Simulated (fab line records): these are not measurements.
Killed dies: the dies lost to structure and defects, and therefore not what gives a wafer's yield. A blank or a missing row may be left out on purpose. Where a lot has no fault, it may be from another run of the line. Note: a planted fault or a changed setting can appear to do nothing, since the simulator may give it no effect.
fab line records	flow ritCmos
[record] lots = 5	wafers = 23
route steps=202 shown ACTIVE@4 FOX2@23 NWELL@36 PWELL@47 WELLDRIVE@50 NRETRO@54 GATE@77 NLDD@105 M1@202
startH: start of the lot's first displayed wafer, in hours after the record's first day	waitH: hours from the lot's prior step to this one	" same as the row above	L1.1+2: one row covering several wafers at once	- value missing, or start not given	* or withheld: withheld	< > ~ a bound
route shown NAME@n: a module of which the file shows steps, and the number in the route of the first	usual: mean and standard deviation over wafers with no fault	same: alike in all rows	chamber/n: place in a boat	sites: the reading at each site	_std_site: their standard deviation	_edge_site: the outer-site mean with the inner-site mean subtracted	radiusMm: how far each site lies from the wafer's centre	mask NAME#n: copy n	behind: the tool/chamber that last shaped the wafer	hold: cause of the lot's hold/its duration in hours/its outcome	device: whichever transistor did not switch (one of n, p or np)	end of line: the same wafers' tests at the end of the route	where a step has no rows: the recipe by itself	killed: not the wafer's yield, but the dies lost to structure and defects at the first sort	map: shows each die of a wafer: x if killed, . if not, _ if none is there
set.NAME: the setting the step ran with; set.NAME@STEP: the setting that earlier step ran with	model.NAME: the simulator's own value behind a step, which no gauge read
lots with deliberately changed settings; one table per step, one row per wafer
[[steps]]
[step RIT_ACTIVE_CVD_03]
[recipe] material = Si3N4	targetThkNm = 150	tempC = 810	precursor = SiH2Cl2/NH3	timeS = 1500	pressureMtorr = 300	sih2cl2FlowSccm = 60	nh3FlowSccm = 150
lot.wafer	tool	chamber	startH	waitH	set.sih2cl2FlowSccm	model.Si3N4_of_ACTIVE_CVD_03.thkNm
L081.1	-	-	-	0.1	68.4	157.7
L081.2	"	-	"	"	68.4	157.6
L081.3	"	-	"	"	68.4	157.8
L081.4	"	-	"	"	68.4	157
L081.6	"	-	"	"	68.4	156.7
L082.3	lpcvd-01	0	52.46	0.2	60	148.5
L082.5	"	0	"	"	60	148.6
L082.6	"	0	"	"	60	149
L083.1	-	-	-	0.1	53.22	146.5
L083.2	"	-	"	"	53.22	148.4
L083.3	"	-	"	"	53.22	148.3
L083.4	"	-	"	"	53.22	148.1
L083.5	"	-	"	"	53.22	147.5
L084.1	-	-	-	0.1	66.39	154.4
L084.2	"	-	"	"	66.39	154.5
L084.3	"	-	"	"	66.39	153.6
L084.4	"	-	"	"	66.39	154.9
L084.5	"	-	"	"	66.39	154
L085.1	-	-	-	0.1	65.4	154.7
L085.2	"	-	"	"	65.4	154.5
L085.4	"	-	"	"	65.4	153.6
L085.5	"	-	"	"	65.4	154.9
L085.6	"	-	"	"	65.4	155.7
[step RIT_FOX2_OXIDATION_00]
[recipe] tempC = 1100	ambient = H2O	targetThkA = 3507	pH2oTorr = 720	oxTimeS = 1130
lot.wafer	tool	chamber	startH	waitH	set.tempC	model.SiO2_of_FOX2_OXIDATION_00.thkNm
L081.1	-	-	-	0.0	1122	380
L081.2	"	-	"	"	1122	382.1
L081.3	"	-	"	"	1122	383
L081.4	"	-	"	"	1122	389.5
L081.6	"	-	"	"	1122	379.4
L082.3	furnace-04	0	58.13	0.2	1100	356.6
L082.5	"	0	"	"	1100	349.2
L082.6	"	0	"	"	1100	355.3
L083.1	-	-	-	0.7	1072	296
L083.2	"	-	"	"	1072	293.6
L083.3	"	-	"	"	1072	298.4
L083.4	"	-	"	"	1072	298.2
L083.5	"	-	"	"	1072	292.1
L084.1	-	-	-	0.0	1100	351.5
L084.2	"	-	"	"	1100	352.9
L084.3	"	-	"	"	1100	350
L084.4+5	"	-	"	"	1100	355.3
L085.1	-	-	-	0.7	1126	392.7
L085.2	"	-	"	"	1126	397.3
L085.4	"	-	"	"	1126	395.5
L085.5	"	-	"	"	1126	393
L085.6	"	-	"	"	1126	395.6
[step RIT_FOX2_THK_MEAS_01]
[recipe] reads = SiO2_of_FOX2_OXIDATION_00
[usual] FOX2_OXIDE_THK = 349/5.9
lot.wafer	tool	chamber	startH	waitH	set.tempC@FOX2_OXIDATION_00	FOX2_OXIDE_THK[nm]
L081.1	filmMetro-04	-	-	-	1122	380
L081.2	"	-	"	"	1122	382
L081.3	"	-	"	"	1122	383
L081.4	"	-	"	"	1122	389
L081.6	"	-	"	"	1122	379
L082.3	filmMetro-04	-	59.46	0.0	1100	357
L082.5	"	-	"	"	1100	349
L082.6	"	-	"	"	1100	355
L083.1	filmMetro-01	-	-	-	1072	296
L083.2	"	-	"	"	1072	294
L083.3	"	-	"	"	1072	299
L083.4	"	-	"	"	1072	298
L083.5	"	-	"	"	1072	292
L084.1	filmMetro-04	-	-	-	1100	352
L084.2	"	-	"	"	1100	353
L084.3	"	-	"	"	1100	350
L084.4	"	-	"	"	1100	355
L084.5	"	-	"	"	1100	355
L085.1	filmMetro-04	-	-	-	1126	392
L085.2	"	-	"	"	1126	397
L085.4	"	-	"	"	1126	396
L085.5	"	-	"	"	1126	393
L085.6	"	-	"	"	1126	396
[step RIT_FOX2_CLEAN_02]
[recipe] chemistry = dHF	dilution = 50:1	timeS = 180
[step RIT_FOX2_WET_ETCH_03]
[recipe] chemistry = H3PO4	target = Si3N4	targetDepthNm = 195	tempC = 165	timeS = 2700
[step RIT_FOX2_THK_MEAS_90]
[recipe] reads = SiO2_of_FOX2_OXIDATION_00
[usual] FIELD_OXIDE_LEFT_1_THK = 321/5.9
lot.wafer	tool	chamber	startH	waitH	set.tempC@FOX2_OXIDATION_00	FIELD_OXIDE_LEFT_1_THK[nm]
L081.1	filmMetro-01	-	56.41	0.0	1122	353
L081.2	"	-	"	"	1122	355
L081.3	"	-	"	"	1122	356
L081.4	"	-	"	"	1122	362
L081.6	"	-	"	"	1122	352
L082.3	filmMetro-04	-	60.34	0.0	1100	329
L082.5	"	-	"	"	1100	322
L082.6	"	-	"	"	1100	328
L083.1	filmMetro-02	-	67.19	0.0	1072	269
L083.2	"	-	"	"	1072	266
L083.3	"	-	"	"	1072	271
L083.4	"	-	"	"	1072	271
L083.5	"	-	"	"	1072	264
L084.1	filmMetro-04	-	72.18	0.0	1100	324
L084.2	"	-	"	"	1100	325
L084.3	"	-	"	"	1100	323
L084.4	"	-	"	"	1100	328
L084.5	"	-	"	"	1100	328
L085.1	filmMetro-04	-	76.44	0.0	1126	365
L085.2	"	-	"	"	1126	370
L085.4	"	-	"	"	1126	368
L085.5	"	-	"	"	1126	366
L085.6	"	-	"	"	1126	368
[step RIT_NWELL_IMPLANT_08]
[recipe] species = P	energyKev = 170	doseCm2 = 5e+13	tiltDeg = 7
lot.wafer	tool	chamber	startH	waitH	set.doseCm2
L081.1+2+3	implanter-01	0	57.64	0.2	5e+13
L081.4+6	"	0	"	"	5.32e+13
L082.3+5+6	implanter-03	0	61.78	0.2	5e+13
L083.1+3+4	implanter-01	0	68.63	0.2	5.324e+13
L083.2+5	"	0	"	"	5e+13
L084.1+3+4	implanter-01	0	73.53	0.2	5.301e+13
L084.2+5	"	0	"	"	5e+13
L085.1+4+5	implanter-03	0	77.75	0.2	5e+13
L085.2+6	"	0	"	"	4.726e+13
[step RIT_NWELL_STRIP_09]
[recipe] chemistry = O2	timeS = 180	resist = NOVOLAK	platenTempC = withheld	powerW = 500	pressureMtorr = 4000	o2FlowSccm = 4000
[step RIT_NWELL_TW_MEAS_10]
[usual] NWELL_TW = 2134/15
lot.wafer	tool	chamber	startH	waitH	set.doseCm2@NWELL_IMPLANT_08	NWELL_TW
L081.1	filmMetro-01	-	57.96	0.1	5e+13	2137
L081.2	"	-	"	"	5e+13	2137
L081.3	"	-	"	"	5e+13	2133
L081.4	"	-	"	"	5.32e+13	2176
L081.6	"	-	"	"	5.32e+13	2183
L082.3	filmMetro-03	-	62.08	0.1	5e+13	2139
L082.5	"	-	"	"	5e+13	2133
L082.6	"	-	"	"	5e+13	2133
L083.1	filmMetro-02	-	68.95	0.1	5.324e+13	2200
L083.2	"	-	"	"	5e+13	2157
L083.3	"	-	"	"	5.324e+13	2203
L083.4	"	-	"	"	5.324e+13	2204
L083.5	"	-	"	"	5e+13	2154
L084.1	filmMetro-01	-	73.85	0.1	5.301e+13	2142
L084.2	"	-	"	"	5e+13	2113
L084.3	"	-	"	"	5.301e+13	2147
L084.4	"	-	"	"	5.301e+13	2140
L084.5	"	-	"	"	5e+13	2116
L085.1	filmMetro-01	-	78.08	0.1	5e+13	2113
L085.2	"	-	"	"	4.726e+13	2073
L085.4	"	-	"	"	5e+13	2115
L085.5	"	-	"	"	5e+13	2109
L085.6	"	-	"	"	4.726e+13	2065
[step RIT_PWELL_IMPLANT_08]
[recipe] species = B	energyKev = 170	doseCm2 = 7e+13	tiltDeg = 7
lot.wafer	tool	chamber	startH	waitH	set.energyKev	model.implant.rpNm	model.implant.drpNm
L081.1+4+6	implanter-03	0	59.19	0.2	160	453.4	100.6
L081.2+3	"	0	"	"	170	474.4	102.9
L082.3+5+6	implanter-02	0	63.79	0.2	170	483.2	102.9
L083.1+2+4	implanter-01	0	70.18	0.2	166.1	466	102.1
L083.3+5	"	0	"	"	170	474.2	102.9
L084.1+3	implanter-02	0	75.17	0.2	175.2	493.5	103.7
L084.2+4+5	"	0	"	"	170	482.2	102.9
L085.1+2+6	implanter-03	0	79.52	0.2	177.1	503.3	104
L085.4+5	"	0	"	"	170	487.6	102.9
[step RIT_PWELL_STRIP_09]
[recipe] chemistry = O2	timeS = 180	resist = NOVOLAK	platenTempC = withheld	powerW = 500	pressureMtorr = 4000	o2FlowSccm = 4000
[step RIT_WELLDRIVE_ANNEAL_00]
[recipe] tempC = 1100	timeS = 14700	ambient = N2
[step RIT_WELLDRIVE_RS_MEAS_01]
[recipe] thkMeasGauge = four-point-probe
[usual] NWELL_RS = 275.5/0.91
lot.wafer	tool	chamber	startH	waitH	set.doseCm2@NWELL_IMPLANT_08	NWELL_RS[ohm/sq]
L081.1	filmMetro-02	-	65.64	0.0	5e+13	275.6
L081.2	"	-	"	"	5e+13	276.6
L081.3	"	-	"	"	5e+13	276.7
L081.4	"	-	"	"	5.32e+13	265.7
L081.6	"	-	"	"	5.32e+13	265.6
L082.3	filmMetro-02	-	69.27	0.0	5e+13	274.6
L082.5	"	-	"	"	5e+13	274.1
L082.6	"	-	"	"	5e+13	274.9
L083.1	filmMetro-03	-	75.90	0.0	5.324e+13	264.6
L083.2	"	-	"	"	5e+13	274.9
L083.3	"	-	"	"	5.324e+13	264.1
L083.4	"	-	"	"	5.324e+13	264.9
L083.5	"	-	"	"	5e+13	274.6
L084.1	filmMetro-02	-	82.08	0.0	5.301e+13	267.1
L084.2	"	-	"	"	5e+13	276.7
L084.3	"	-	"	"	5.301e+13	267.2
L084.4	"	-	"	"	5.301e+13	267.2
L084.5	"	-	"	"	5e+13	276.5
L085.1	filmMetro-01	-	86.74	0.0	5e+13	276.2
L085.2	"	-	"	"	4.726e+13	285.2
L085.4	"	-	"	"	5e+13	275.8
L085.5	"	-	"	"	5e+13	276.5
L085.6	"	-	"	"	4.726e+13	285.8
[step RIT_NRETRO_COAT_01]
[recipe] resist = NOVOLAK	spinRpm = 2000	resistThkNm = 1300
lot.wafer	tool	chamber	startH	waitH	set.resistThkNm	model.NOVOLAK_of_NRETRO_COAT_01.thkNm
L081.1	lithoTrack-04	0	66.03	0.1	1300	1294
L081.2	"	0	"	"	1300	1298
L081.3	"	0	"	"	1300	1296
L081.4	"	0	"	"	1300	1293
L081.6	"	0	"	"	1300	1297
L082.3	lithoTrack-02	0	69.67	0.1	1300	1305
L082.5	"	0	"	"	1300	1307
L082.6	"	0	"	"	1300	1300
L083.1	lithoTrack-03	0	76.31	0.1	1266	1264
L083.2	"	0	"	"	1266	1263
L083.3	"	0	"	"	1266	1261
L083.4	"	0	"	"	1300	1301
L083.5	"	0	"	"	1300	1297
L084.1	lithoTrack-02	0	82.47	0.1	1300	1302
L084.2	"	0	"	"	1300	1297
L084.3	"	0	"	"	1233	1233
L084.4	"	0	"	"	1233	1237
L084.5	"	0	"	"	1300	1303
L085.1	lithoTrack-02	0	87.13	0.1	1300	1302
L085.2+5	"	0	"	"	1364	1363
L085.4	"	0	"	"	1300	1298
L085.6	"	0	"	"	1300	1301
[step RIT_GATE_CLEAN_02]
[recipe] chemistry = dHF	dilution = 50:1	timeS = 30
lot.wafer	tool	chamber	startH	waitH	set.timeS
L081.1+2+3+4+6	-	-	-	0.0	30
L082.3+5+6	wetBench-03	1	72.81	0.0	30
L083.1+2+3+4+5	-	-	-	0.0	32.22
L084.1+2+3+4+5	-	-	-	0.0	26.57
L085.1+2+4+5+6	-	-	-	0.0	27.06
[step RIT_GATE_CLEAN_03]
[recipe] chemistry = SC2	mix = 3:3:50	timeS = 600	tempC = 75	dry = n2Spin
[step RIT_GATE_CLEAN_04]
[recipe] chemistry = dHF	dilution = 50:1	timeS = 60	dry = n2Spin
[step RIT_FOX2_THK_MEAS_91]
[recipe] reads = SiO2_of_FOX2_OXIDATION_00
[usual] FIELD_OXIDE_LEFT_2_THK = 254/5.8
lot.wafer	tool	chamber	startH	waitH	set.tempC@FOX2_OXIDATION_00	FIELD_OXIDE_LEFT_2_THK[nm]
L081.1	filmMetro-02	-	69.68	0.0	1122	285
L081.2	"	-	"	"	1122	287
L081.3	"	-	"	"	1122	288
L081.4	"	-	"	"	1122	294
L081.6	"	-	"	"	1122	285
L082.3	filmMetro-02	-	73.05	0.0	1100	260
L082.5	"	-	"	"	1100	253
L082.6	"	-	"	"	1100	259
L083.1	filmMetro-01	-	79.68	0.0	1072	200
L083.2	"	-	"	"	1072	198
L083.3	"	-	"	"	1072	203
L083.4	"	-	"	"	1072	202
L083.5	"	-	"	"	1072	196
L084.1	filmMetro-04	-	85.98	0.0	1100	258
L084.2	"	-	"	"	1100	259
L084.3	"	-	"	"	1100	256
L084.4	"	-	"	"	1100	261
L084.5	"	-	"	"	1100	261
L085.1	filmMetro-01	-	90.78	0.0	1126	298
L085.2	"	-	"	"	1126	302
L085.4	"	-	"	"	1126	300
L085.5	"	-	"	"	1126	298
L085.6	"	-	"	"	1126	300
[step RIT_GATE_CVD_08]
[recipe] material = poly-Si	targetThkNm = 250	tempC = 610	precursor = SiH4	timeS = 2220	pressureMtorr = 300	sih4FlowSccm = 100
lot.wafer	tool	chamber	startH	waitH	set.tempC	model.poly-Si_of_GATE_CVD_08.thkNm
L081.1	-	-	-	0.1	625.7	358.1
L081.2	"	-	"	"	625.7	360.1
L081.3	"	-	"	"	625.7	359.5
L081.4	"	-	"	"	625.7	358.9
L081.6	"	-	"	"	625.7	361.6
L082.3	lpcvd-02	0	75.88	0.0	610	245.9
L082.5	"	0	"	"	610	248
L082.6	"	0	"	"	610	248.4
L083.1	-	-	-	0.1	617.8	297.2
L083.2	"	-	"	"	617.8	297.9
L083.3	"	-	"	"	617.8	297.5
L083.4	"	-	"	"	617.8	299.9
L083.5	"	-	"	"	617.8	298.4
L084.1	-	-	-	0.1	610	248
L084.2	"	-	"	"	610	248.9
L084.3	"	-	"	"	610	249.8
L084.4	"	-	"	"	610	248.7
L084.5	"	-	"	"	610	246.2
L085.1	-	-	-	0.1	600.9	198.8
L085.2	"	-	"	"	600.9	200.5
L085.4	"	-	"	"	600.9	200
L085.5	"	-	"	"	600.9	198.6
L085.6	"	-	"	"	600.9	197.9
[step RIT_GATE_THK_MEAS_09]
[recipe] reads = poly-Si_of_GATE_CVD_08
[usual] GATE_POLY_THK = 249.5/1.9
lot.wafer	tool	chamber	startH	waitH	set.tempC@GATE_CVD_08	GATE_POLY_THK[nm]
L081.1	filmMetro-04	-	-	-	625.7	358.1
L081.2	"	-	"	"	625.7	360.0
L081.3	"	-	"	"	625.7	359.7
L081.4	"	-	"	"	625.7	359.2
L081.6	"	-	"	"	625.7	361.6
L082.3	filmMetro-01	-	77.51	0.0	610	245.8
L082.5	"	-	"	"	610	247.8
L082.6	"	-	"	"	610	248.3
L083.1	filmMetro-01	-	-	-	617.8	297.1
L083.2	"	-	"	"	617.8	298.0
L083.3	"	-	"	"	617.8	297.5
L083.4	"	-	"	"	617.8	300.1
L083.5	"	-	"	"	617.8	298.4
L084.1	filmMetro-02	-	-	-	610	247.9
L084.2	"	-	"	"	610	248.8
L084.3	"	-	"	"	610	249.8
L084.4	"	-	"	"	610	248.7
L084.5	"	-	"	"	610	246.2
L085.1	filmMetro-01	-	-	-	600.9	198.8
L085.2	"	-	"	"	600.9	200.4
L085.4	"	-	"	"	600.9	199.8
L085.5	"	-	"	"	600.9	198.7
L085.6	"	-	"	"	600.9	197.7
[step RIT_GATE_DEVELOP_15]
[recipe] resist = NOVOLAK	developTimeS = 50	devTempC = 23
lot.wafer	tool	chamber	startH	waitH	set.developTimeS
L081.1+2+3+4+6	lithoTrack-04	0	-	-	50
L082.3+5+6	lithoTrack-04	0	-	-	50
L083.1+2+5	lithoTrack-01	0	-	-	55.13
L083.3+4	"	0	"	"	50
L084.1+2+3	lithoTrack-04	0	-	-	46.52
L084.4+5	"	0	"	"	50
L085.1+4	lithoTrack-04	0	-	-	50
L085.2+5+6	"	0	"	"	46.06
[step RIT_GATE_CD_MEAS_16]
[recipe] targetCdNm = 150
[usual] cdNm = 149.9/2.1
lot.wafer	tool	chamber	startH	waitH	set.developTimeS@GATE_DEVELOP_15	cdNm
L081.1	cdSem-02	-	74.26	-	50	149.4
L081.2	"	-	"	"	50	147.6
L081.3	"	-	"	"	50	147.9
L081.4	"	-	"	"	50	149.1
L081.6	"	-	"	"	50	148.9
L082.3	cdSem-01	-	78.44	-	50	151.5
L082.5	"	-	"	"	50	153.4
L082.6	"	-	"	"	50	152.2
L083.1	cdSem-01	-	86.35	-	55.13	134.2
L083.2	"	-	"	"	55.13	136.0
L083.3	"	-	"	"	50	152.2
L083.4	"	-	"	"	50	150.5
L083.5	"	-	"	"	55.13	134.5
L084.1	cdSem-02	-	91.57	-	46.52	160.7
L084.2	"	-	"	"	46.52	159.7
L084.3	"	-	"	"	46.52	161.5
L084.4	"	-	"	"	50	148.5
L084.5	"	-	"	"	50	147.6
L085.1	cdSem-02	-	100.66	-	50	151.0
L085.2	"	-	"	"	46.06	162.5
L085.4	"	-	"	"	50	147.0
L085.5	"	-	"	"	46.06	163.3
L085.6	"	-	"	"	46.06	163.1
[step RIT_GATE_HARDBAKE_18]
[recipe] resist = NOVOLAK	tempC = 140	timeS = 60
[step RIT_GATE_ETCH_19]
[recipe] chemistry = SF6/CHF3/O2	timeS = 165	SF6_flow_sccm = 30	CHF3_flow_sccm = 30	O2_flow_sccm = 5	target = poly-Si	pressureMtorr = 40	rfW = 160	targetDepthA = 3125	overEtchFrac = 0.25	stopOn = SiO2
[usual] oesProductAu = 0.846/0.0097
lot.wafer	tool	chamber	startH	waitH	set.tempC@GATE_CVD_08	oesProductAu	model.etch.depthNm	model.GATE.featureDepthNm
L081.1	rieSi-02	1	74.57	0.1	625.7	0.980	305.9	305.9
L081.2	"	3	"	"	625.7	0.959	300.3	300.3
L081.3	"	0	"	"	625.7	1.015	321.7	321.7
L081.4	"	2	"	"	625.7	1.009	310.9	310.9
L081.6	"	2	"	"	625.7	1.004	311.9	311.9
L082.3	rieSi-01	0	78.71	0.1	610	0.853	245.9	245.9
L082.5	"	0	"	"	610	0.846	248	248
L082.6	"	2	"	"	610	0.831	248.4	248.4
L083.1	rieSi-02	2	86.78	0.1	617.8	0.966	297.2	297.2
L083.2	"	1	"	"	617.8	0.954	297.9	297.9
L083.3	"	0	"	"	617.8	0.961	297.5	297.5
L083.4	"	3	"	"	617.8	0.948	299.9	299.9
L083.5	"	2	"	"	617.8	0.973	298.4	298.4
L084.1	rieSi-01	2	91.88	0.1	610	0.834	248	248
L084.2	"	0	"	"	610	0.852	248.9	248.9
L084.3	"	3	"	"	610	0.843	249.8	249.8
L084.4	"	1	"	"	610	0.843	248.7	248.7
L084.5	"	3	"	"	610	0.837	246.2	246.2
L085.1	rieSi-02	0	100.97	0.1	600.9	0.720	198.8	198.8
L085.2	"	2	"	"	600.9	0.733	200.5	200.5
L085.4	"	3	"	"	600.9	0.726	200	200
L085.5	"	3	"	"	600.9	0.716	198.6	198.6
L085.6	"	0	"	"	600.9	0.728	197.9	197.9
[step RIT_GATE_STRIP_20]
[recipe] chemistry = O2	timeS = 180	resist = NOVOLAK	platenTempC = withheld	powerW = 500	pressureMtorr = 4000	o2FlowSccm = 4000
[step RIT_GATE_CD_MEAS_90]
[recipe] targetCdNm = 150
[usual] cdNm = 149.9/2.1
lot.wafer	tool	chamber	startH	waitH	set.developTimeS@GATE_DEVELOP_15	cdNm
L081.1	cdSem-02	-	74.85	0.1	50	149.0
L081.2	"	-	"	"	50	147.7
L081.3	"	-	"	"	50	147.9
L081.4	"	-	"	"	50	148.9
L081.6	"	-	"	"	50	148.7
L082.3	cdSem-02	-	79.03	0.1	50	151.4
L082.5	"	-	"	"	50	153.5
L082.6	"	-	"	"	50	152.3
L083.1	cdSem-02	-	87.06	0.1	55.13	134.3
L083.2	"	-	"	"	55.13	135.2
L083.3	"	-	"	"	50	152.4
L083.4	"	-	"	"	50	149.8
L083.5	"	-	"	"	55.13	134.8
L084.1	cdSem-02	-	92.16	0.1	46.52	160.5
L084.2	"	-	"	"	46.52	159.9
L084.3	"	-	"	"	46.52	161.2
L084.4	"	-	"	"	50	148.8
L084.5	"	-	"	"	50	148.1
L085.1	cdSem-01	-	101.25	0.1	50	151.6
L085.2	"	-	"	"	46.06	162.1
L085.4	"	-	"	"	50	147.0
L085.5	"	-	"	"	46.06	163.2
L085.6	"	-	"	"	46.06	163.6
[step RIT_NLDD_SOFTBAKE_02]
[recipe] resist = NOVOLAK	tempC = 90	timeS = 60
lot.wafer	tool	chamber	startH	waitH	set.tempC
L081.1+2	lithoTrack-02	0	78.89	0.1	90
L081.3+4+6	"	0	"	"	86.77
L082.3+5+6	lithoTrack-03	0	82.44	0.1	90
L083.1+3+5	lithoTrack-01	0	90.72	0.1	92.8
L083.2+4	"	0	"	"	90
L084.1+2+3+4+5	lithoTrack-03	0	97.25	0.1	90
L085.1+4+6	lithoTrack-03	0	105.14	0.1	90
L085.2+5	"	0	"	"	93.35
[step RIT_NLDD_EXPOSE_03]
[recipe] maskId = M7	na = 0.57	targetCdNm = 40700	doseMj = 250
[step RIT_NLDD_PEB_04]
[recipe] resist = NOVOLAK	tempC = withheld	timeS = withheld
[step RIT_NLDD_DEVELOP_05]
[recipe] resist = NOVOLAK	developTimeS = 50	devTempC = 23
lot.wafer	tool	chamber	startH	waitH	set.tempC@NLDD_SOFTBAKE_02	model.NOVOLAK_of_NLDD_COAT_01.thkNm
L081.1	lithoTrack-03	0	-	-	90	1000
L081.2	"	0	"	"	90	1003
L081.3	"	0	"	"	86.77	1014
L081.4	"	0	"	"	86.77	1006
L081.6	"	0	"	"	86.77	1008
L082.3	lithoTrack-02	0	-	-	90	996.8
L082.5	"	0	"	"	90	998.2
L082.6	"	0	"	"	90	997
L083.1	lithoTrack-01	0	-	-	92.8	991.2
L083.2	"	0	"	"	90	1002
L083.3	"	0	"	"	92.8	991.4
L083.4	"	0	"	"	90	1001
L083.5	"	0	"	"	92.8	993.7
L084.1	lithoTrack-03	0	-	-	90	995.4
L084.2	"	0	"	"	90	998.8
L084.3	"	0	"	"	90	995.5
L084.4	"	0	"	"	90	997.7
L084.5	"	0	"	"	90	998.6
L085.1	lithoTrack-03	0	-	-	90	995.2
L085.2+5	"	0	"	"	93.35	986.5
L085.4	"	0	"	"	90	996.9
L085.6	"	0	"	"	90	996.6
[step RIT_M1_PROBE_99]
lot.wafer	tool	chamber	startH	waitH	set.doseCm2@NWELL_IMPLANT_08	set.developTimeS@GATE_DEVELOP_15	model.etest.nmos_0p15.rOnOhmUm	model.etest.nmos_0p3.rOnOhmUm	model.etest.nwellPinched.rsOhmSq	model.etest.pmos_0p15.rOnOhmUm	model.etest.pmos_0p3.rOnOhmUm	model.etest.pmosTurned.rOnOhmUm
L081.1	prober-02	-	95.11	0.1	5e+13	50	-	-	323.2	-	-	-
L081.2	prober-02	-	95.16	0.1	5e+13	50	-	-	316.3	-	-	-
L081.3	prober-02	-	95.21	0.2	5e+13	50	-	-	323	-	-	-
L081.4	prober-02	-	95.26	0.2	5.32e+13	50	-	-	307	-	-	-
L081.6	prober-02	-	95.36	0.2	5.32e+13	50	-	-	307.2	-	-	-
L082.3	prober-01	-	98.42	0.2	5e+13	50	1178	2172	344.3	2821	6284	3443
L082.5	prober-01	-	98.52	0.2	5e+13	50	1156	2156	339.5	2782	6268	3445
L082.6	prober-01	-	98.57	0.2	5e+13	50	1188	2186	347.7	2807	6266	3458
L083.1	prober-02	-	106.86	0.1	5.324e+13	55.13	1078	2152	327.4	2449	5995	3458
L083.2	prober-02	-	106.91	0.1	5e+13	55.13	1046	2104	338.7	2359	5883	3331
L083.3	prober-02	-	106.96	0.2	5.324e+13	50	1207	2292	328.4	2908	6471	3922
L083.4	prober-02	-	107.01	0.2	5.324e+13	50	1220	2281	331.6	2851	6412	3845
L083.5	prober-02	-	107.06	0.2	5e+13	55.13	1086	2139	341.8	2474	5938	3470
L084.1	prober-01	-	113.80	0.1	5.301e+13	46.52	1158	2223	322.8	2997	6586	3649
L084.2	prober-01	-	113.85	0.1	5e+13	46.52	1150	2190	334.6	2940	6478	3599
L084.3	prober-01	-	113.90	0.2	5.301e+13	46.52	1184	2219	322.1	3048	6629	3694
L084.4	prober-01	-	113.95	0.2	5.301e+13	50	1088	2160	322.5	2717	6328	3383
L084.5	prober-01	-	114.00	0.2	5e+13	50	1063	2124	334.6	2652	6254	3239
L085.1	prober-02	-	121.15	0.1	5e+13	50	1075	2043	340.8	2704	6243	3152
L085.2	prober-02	-	121.20	0.1	4.726e+13	46.06	1188	2164	356.5	2999	6519	3407
L085.4	prober-02	-	121.30	0.2	5e+13	50	1067	2058	340.5	2642	6247	3074
L085.5	prober-02	-	121.35	0.2	5e+13	46.06	1167	2172	338.6	2986	6532	3391
L085.6	prober-02	-	121.40	0.2	4.726e+13	46.06	1184	2157	354.7	2974	6403	3383
// killed by level:class
L082.3 FOX2:geometricParticle:open=2 GATE:geometricParticle:short=2 SILICIDE:geometricParticle:short=2 SILICIDE:geometricParticle:open=2 REOX:geometricParticle:open=1
L082.5 GATE:geometricParticle:open=2 SILICIDE:geometricParticle:short=2 GATE:geometricParticle:short=1 REOX:geometricParticle:short=1 SPACER:geometricParticle:open=1 SILICIDE:geometricParticle:open=1
L082.6 GATE:geometricParticle:open=3 SPACER:geometricParticle:open=1 SILICIDE:geometricParticle:open=1 SILICIDE:geometricParticle:short=1 CONTACT:geometricParticle:short=1
[[key]]
[split] step = RIT_ACTIVE_CVD_03	setting = sih2cl2FlowSccm	stated = 60	by = lot
[response] step = RIT_ACTIVE_CVD_03	reading = model.Si3N4_of_ACTIVE_CVD_03.thkNm	change = +0.369	per = 1%	r = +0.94
[split] step = RIT_FOX2_OXIDATION_00	setting = tempC	stated = 1100	by = lot
[response] step = RIT_FOX2_OXIDATION_00	reading = model.SiO2_of_FOX2_OXIDATION_00.thkNm	change = +19.5	per = 1%	r = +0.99
[response] step = RIT_FOX2_THK_MEAS_01	reading = FOX2_OXIDE_THK	change = +19.5	per = 1%	r = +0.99
[response] step = RIT_FOX2_THK_MEAS_90	reading = FIELD_OXIDE_LEFT_1_THK	change = +19.5	per = 1%	r = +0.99
[response] step = RIT_FOX2_THK_MEAS_91	reading = FIELD_OXIDE_LEFT_2_THK	change = +19.6	per = 1%	r = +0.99
[split] step = RIT_NWELL_IMPLANT_08	setting = doseCm2	stated = 5e+13	by = wafer
[response] step = RIT_NWELL_TW_MEAS_10	reading = NWELL_TW	change = +6.65	per = 1%	r = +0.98
[response] step = RIT_WELLDRIVE_RS_MEAS_01	reading = NWELL_RS	change = -1.63	per = 1%	r = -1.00
[response] step = RIT_M1_PROBE_99	reading = model.etest.nwellPinched.rsOhmSq	change = -2.14	per = 1%	r = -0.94
[split] step = RIT_PWELL_IMPLANT_08	setting = energyKev	stated = 170	by = wafer
[response] step = RIT_PWELL_IMPLANT_08	reading = model.implant.rpNm	change = +3.64	per = 1%	r = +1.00
[response] step = RIT_PWELL_IMPLANT_08	reading = model.implant.drpNm	change = +0.336	per = 1%	r = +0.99
[split] step = RIT_NRETRO_COAT_01	setting = resistThkNm	stated = 1300	by = wafer
[response] step = RIT_NRETRO_COAT_01	reading = model.NOVOLAK_of_NRETRO_COAT_01.thkNm	change = +12.9	per = 1%	r = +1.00
[split] step = RIT_GATE_CLEAN_02	setting = timeS	stated = 30	by = lot
response none clear
[split] step = RIT_GATE_CVD_08	setting = tempC	stated = 610	by = lot
[response] step = RIT_GATE_CVD_08	reading = model.poly-Si_of_GATE_CVD_08.thkNm	change = +39.5	per = 1%	r = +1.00
[response] step = RIT_GATE_THK_MEAS_09	reading = GATE_POLY_THK	change = +39.6	per = 1%	r = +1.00
[response] step = RIT_GATE_ETCH_19	reading = oesProductAu	change = +0.0688	per = 1%	r = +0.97
[response] step = RIT_GATE_ETCH_19	reading = model.etch.depthNm	change = +28.5	per = 1%	r = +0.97
[response] step = RIT_GATE_ETCH_19	reading = model.GATE.featureDepthNm	change = +28.5	per = 1%	r = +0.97
[split] step = RIT_GATE_DEVELOP_15	setting = developTimeS	stated = 50	by = wafer
[response] step = RIT_GATE_CD_MEAS_16	reading = cdNm	change = -1.7	per = 1%	r = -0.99
[response] step = RIT_GATE_CD_MEAS_90	reading = cdNm	change = -1.66	per = 1%	r = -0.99
[response] step = RIT_M1_PROBE_99	reading = model.etest.pmosTurned.rOnOhmUm	change = -43.2	per = 1%	r = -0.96
[response] step = RIT_M1_PROBE_99	reading = model.etest.pmos_0p3.rOnOhmUm	change = -41.5	per = 1%	r = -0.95
[response] step = RIT_M1_PROBE_99	reading = model.etest.pmos_0p15.rOnOhmUm	change = -43	per = 1%	r = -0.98
[response] step = RIT_M1_PROBE_99	reading = model.etest.nmos_0p3.rOnOhmUm	change = -13.7	per = 1%	r = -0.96
[response] step = RIT_M1_PROBE_99	reading = model.etest.nmos_0p15.rOnOhmUm	change = -13.6	per = 1%	r = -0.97
[split] step = RIT_NLDD_SOFTBAKE_02	setting = tempC	stated = 90	by = wafer
[response] step = RIT_NLDD_DEVELOP_05	reading = model.NOVOLAK_of_NLDD_COAT_01.thkNm	change = -2.54	per = 1%	r = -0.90
